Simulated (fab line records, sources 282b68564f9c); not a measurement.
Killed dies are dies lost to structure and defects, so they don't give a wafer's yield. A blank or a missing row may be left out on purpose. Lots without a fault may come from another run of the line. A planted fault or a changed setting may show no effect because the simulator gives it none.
Split-lot experiment | flow rit_cmos | 5 lots, 23 wafers read, on a route of 202 steps

THE SPLIT
At RIT_NRETRO_IMPLANT_08, the setting energy_kev was moved away from the recipe's 70 on 10 of the 23 wafers read, by -5.3% to -1.9%. The other wafers ran this setting at the recipe's value.

The reading is taken at the split's own step.

THE READING
implant.drp_nm (the simulator's own value, which no gauge read), in nm, at RIT_NRETRO_IMPLANT_08. The file gives no usual value for it.

wafer  | tool, chamber at the split | energy_kev as run | against the recipe | implant.drp_nm, nm | against lot-mates on the recipe
L078.1 | implanter-02, 0            | 67.4              | -3.7%              | 32.86              | -1.08
L078.5 | implanter-02, 0            | 67.4              | -3.7%              | 32.86              | -1.08
L078.3 | implanter-02, 0            | 70                | recipe             | 33.94              | -
L078.4 | implanter-02, 0            | 70                | recipe             | 33.94              | -
L078.6 | implanter-02, 0            | 70                | recipe             | 33.94              | -
L080.2 | implanter-02, 0            | 70                | recipe             | 33.94              | -
L080.5 | implanter-02, 0            | 70                | recipe             | 33.94              | -
L080.3 | implanter-02, 0            | 68.69             | -1.9%              | 33.4               | -0.54
L080.4 | implanter-02, 0            | 68.69             | -1.9%              | 33.4               | -0.54
L080.6 | implanter-02, 0            | 68.69             | -1.9%              | 33.4               | -0.54
L082.1 | implanter-02, 0            | 70                | recipe             | 33.94              | -
L082.5 | implanter-02, 0            | 70                | recipe             | 33.94              | -
L082.6 | implanter-02, 0            | 70                | recipe             | 33.94              | -
L084.2 | implanter-02, 0            | 70                | recipe             | 33.94              | -
L084.3 | implanter-02, 0            | 70                | recipe             | 33.94              | -
L084.4 | implanter-02, 0            | 66.28             | -5.3%              | 32.39              | -1.55
L084.5 | implanter-02, 0            | 66.28             | -5.3%              | 32.39              | -1.55
L084.6 | implanter-02, 0            | 66.28             | -5.3%              | 32.39              | -1.55
L085.1 | implanter-01, 0            | 70                | recipe             | 33.94              | -
L085.2 | implanter-01, 0            | 70                | recipe             | 33.94              | -
L085.5 | implanter-01, 0            | 70                | recipe             | 33.94              | -
L085.3 | implanter-01, 0            | 66.79             | -4.6%              | 32.61              | -1.33
L085.6 | implanter-01, 0            | 66.79             | -4.6%              | 32.61              | -1.33

THE FIT
A straight line over all 23 wafers: implant.drp_nm changes by +0.291 nm for each +1% of energy_kev; r = +1.00; the points scatter about the line by 0.0025 nm.
The same after taking each lot's own level away (the mean of its wafers on the recipe; 23 wafers): +0.291 nm for each +1%; r = +1.00; scatter 0.0025 nm.
On that fit, the largest move of energy_kev shifts the reading by 1.5 nm.
The lots' own levels span 33.940 to 33.940 nm.
So the lot-to-lot level changes the slope little: the two slopes agree.
Check: with one of the wafers moved furthest among these (-5.3%) left out of the fit, the line predicts -1.55 nm for it against its lot-mates. It came out at -1.55 nm against them.

OTHER SPLITS ON THESE WAFERS
These wafers also went through other splits before the reading. Each is held against what the fit with the lots' levels taken away leaves over:
other split on the same wafers       | wafers away from the commonest value | r with implant.drp_nm (lot level and that fit taken away)
RIT_ACTIVE_SOFTBAKE_07 temp_c        | 5                                    | +0.01
RIT_ACTIVE_DEVELOP_10 develop_time_s | 5                                    | -0.11
RIT_FOX2_OXIDATION_00 ox_time_s      | 18                                   | -0.06
RIT_NWELL_IMPLANT_08 dose_cm2        | 9                                    | +0.22
RIT_PWELL_SOFTBAKE_02 temp_c         | 12                                   | +0.05
RIT_NRETRO_COAT_01 resist_thk_nm     | 8                                    | -0.01

THE WHOLE CHAIN: every reading that the file lists as answering this split, in the file's order
step                  | what it does | reading                                                         | change (the file's fit)               | r (the file's)
RIT_NRETRO_IMPLANT_08 |              | implant.rp_nm (the simulator's own value, which no gauge read)  | +0.878 nm for each +1% of the setting | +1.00
RIT_NRETRO_IMPLANT_08 |              | implant.drp_nm (the simulator's own value, which no gauge read) | +0.29 nm for each +1% of the setting  | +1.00

THE FILE'S OWN FIT
implant.drp_nm changes by +0.29 nm for each +1% of energy_kev, r = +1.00.
